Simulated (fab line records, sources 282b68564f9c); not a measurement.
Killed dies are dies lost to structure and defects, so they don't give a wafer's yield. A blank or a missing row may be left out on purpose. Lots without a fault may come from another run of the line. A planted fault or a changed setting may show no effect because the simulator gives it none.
Which tool did it? | flow rit_cmos | 14 lots, 42 wafers sampled, at 2 steps of a route of 202

WHAT THE GAUGES READ, wafer by wafer
The record holds no reading of a measuring or inspecting step that can be judged against a usual standard deviation.

WHICH TOOL RAN EACH LOT (tool, then ch and the chambers of the sampled wafers, then the start)
lot  | RIT_ACTIVE_ETCH_13                | RIT_M1_PROBE_99
L965 | rie_diel-04 ch 0,1,3, day 1 15:06 | prober-02, day 3 20:14
L966 | rie_diel-04 ch 1,2, day 1 19:43   | prober-01, day 3 21:47
L967 | rie_diel-02 ch 1,3, day 2 01:56   | prober-02, day 3 23:17
L970 | rie_diel-04 ch 0,2,3, day 2 17:26 | prober-01, day 4 16:01
L972 | rie_diel-04 ch 0,2,3, day 3 02:39 | prober-01, day 5 01:48
L973 | rie_diel-01 ch 0,2, day 3 08:51   | prober-02, day 5 03:43
L974 | rie_diel-02 ch 0,1, day 3 12:56   | prober-01, day 5 13:16
L975 | rie_diel-04 ch 0,1, day 3 17:29   | prober-02, day 5 17:19
L976 | rie_diel-01 ch 0,1,3, day 3 23:00 | prober-01, day 5 18:46
L977 | rie_diel-04 ch 0,3, day 4 03:26   | prober-02, day 6 02:48
L979 | rie_diel-01 ch 1,2,3, day 4 16:02 | prober-02, day 6 20:04
L980 | rie_diel-04 ch 0,1,3, day 4 18:33 | prober-01, day 7 01:10
L981 | rie_diel-02 ch 1,2,3, day 4 22:56 | prober-02, day 7 02:40
L983 | rie_diel-04 ch 0,1,3, day 5 08:50 | prober-02, day 7 22:26
- RIT_ACTIVE_ETCH_13: etches Si3N4 in SF6, stops on SiO2, time 210 s, target depth 210 nm.
- RIT_M1_PROBE_99

WHAT THE TOOLS THEMSELVES READ (means of the sampled wafers that have a number; where no wafer has one, the mark that the record gives instead)
RIT_ACTIVE_ETCH_13. Usual: chamber_pressure_mTorr 259.99 mTorr, standard deviation 0.24; drypump_motor_current_A 5.6 A, standard deviation 0.57; oes_product_au 0.816 a.u., standard deviation 0.014; throttle_valve_pct 7.48 %, standard deviation 0.12.
lot  | tool        | chamber_pressure_mTorr (mTorr) | drypump_motor_current_A (A) | oes_product_au (a.u.) | throttle_valve_pct (%) | flag
L965 | rie_diel-04 | 260.04                         | 5.6                         | 0.821                 | 7.39                   |
L966 | rie_diel-04 | 259.85                         | 5.9                         | 0.825                 | 7.34                   |
L967 | rie_diel-02 | 259.91                         | 5.1                         | 0.812                 | 7.66                   |
L970 | rie_diel-04 | 259.99                         | 5.6                         | 0.838                 | 7.47                   |
L972 | rie_diel-04 | 259.95                         | 5.7                         | 0.831                 | 7.47                   |
L973 | rie_diel-01 | 260.00                         | 6.3                         | 0.822                 | 7.56                   |
L974 | rie_diel-02 | 259.95                         | 5.4                         | 0.816                 | 7.50                   |
L975 | rie_diel-04 | 259.96                         | 5.7                         | 0.820                 | 7.34                   |
L976 | rie_diel-01 | 260.15                         | 5.4                         | 0.809                 | 7.44                   |
L977 | rie_diel-04 | 260.07                         | 5.5                         | 0.819                 | 7.47                   |
L979 | rie_diel-01 | 259.99                         | 5.8                         | 0.805                 | 7.53                   |
L980 | rie_diel-04 | 208.14                         | 5.6                         | 0.820                 | 7.39                   | OFF
L981 | rie_diel-02 | 260.11                         | 5.0                         | 0.820                 | 7.60                   |
L983 | rie_diel-04 | 207.98                         | 5.6                         | 0.815                 | 7.38                   | OFF

RIT_M1_PROBE_99. Usual: killed_at_contacts 0.0, standard deviation 0.22; killed_at_front_end 6.6, standard deviation 2.7; killed_dies 6.7, standard deviation 2.7; killed_on_rim 1.7, standard deviation 1.4; killed_open 3.4, standard deviation 2; killed_short 3.2, standard deviation 1.8.
lot  | tool      | killed_at_contacts | killed_at_front_end | killed_dies | killed_on_rim | killed_open | killed_short | flag
L965 | prober-02 | 0.0                | 6.0                 | 6.0         | 0.0           | 2.3         | 3.7          |
L966 | prober-01 | 0.0                | 7.7                 | 7.7         | 1.7           | 4.7         | 3.0          |
L967 | prober-02 | 0.0                | 8.7                 | 8.7         | 2.3           | 5.3         | 3.3          |
L970 | prober-01 | 0.0                | 4.7                 | 4.7         | 0.7           | 2.0         | 2.7          |
L972 | prober-01 | 0.0                | 8.3                 | 8.3         | 1.3           | 4.0         | 4.3          |
L973 | prober-02 | 0.0                | 5.3                 | 5.3         | 2.0           | 3.0         | 2.3          |
L974 | prober-01 | 0.0                | 7.3                 | 7.3         | 3.3           | 3.3         | 4.0          |
L975 | prober-02 | 0.3                | 7.3                 | 7.7         | 1.3           | 3.7         | 3.3          |
L976 | prober-01 | 0.0                | 8.7                 | 8.7         | 1.3           | 4.3         | 4.3          |
L977 | prober-02 | 0.0                | 3.3                 | 3.3         | 1.0           | 2.0         | 1.3          |
L979 | prober-02 | 0.0                | 5.7                 | 5.7         | 2.7           | 2.7         | 2.3          |
L980 | prober-01 | 0.0                | 5.7                 | 5.7         | 0.7           | 2.0         | 3.3          |
L981 | prober-02 | 0.0                | 5.3                 | 5.3         | 2.0           | 2.0         | 3.3          |
L983 | prober-02 | 0.0                | 9.0                 | 9.0         | 2.3           | 4.0         | 5.0          |

THE ANSWER, worked out from the rows above alone
Rule: a lot is off if the mean of its wafers that have a number lies more than 3 standard deviations from the usual mean. A lot without any number at a reading at which 4 lots or more have one is off too. The other lots that the step has rows for count as sound. The gauges are gone through in route order, then the tools' own readings, and for those a lot's mean is taken as printed above. The first step at which some lot is off is used, and at that step the reading that is off furthest; a lot without a number counts as furthest.
Off: L980, L983, at RIT_ACTIVE_ETCH_13 (chamber_pressure_mTorr).
A tool fits if, at that step or a process step before it, it ran every lot that is off, and no sound lot after the first of them. One fits: rie_diel-04 at RIT_ACTIVE_ETCH_13. Its last sound lot is L977 (day 4 03:26), its first lot that is off L980 (day 4 18:33): a fault that began between those two fits.
The tool's own readings at RIT_ACTIVE_ETCH_13 bear it out: on the lots that are off they differ by more than 5 times the standard deviation of the sound lots' means. chamber_pressure_mTorr reads 208.06 mTorr there against 260.00 mTorr on the sound lots.

WHAT THE SIMULATOR HAD PUT IN
Process parameter drift: rie_diel-04, from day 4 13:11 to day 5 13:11, at RIT_ACTIVE_ETCH_13. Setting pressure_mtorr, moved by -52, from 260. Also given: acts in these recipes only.
Lots struck among those shown: L980, L983. The rule above found the same.
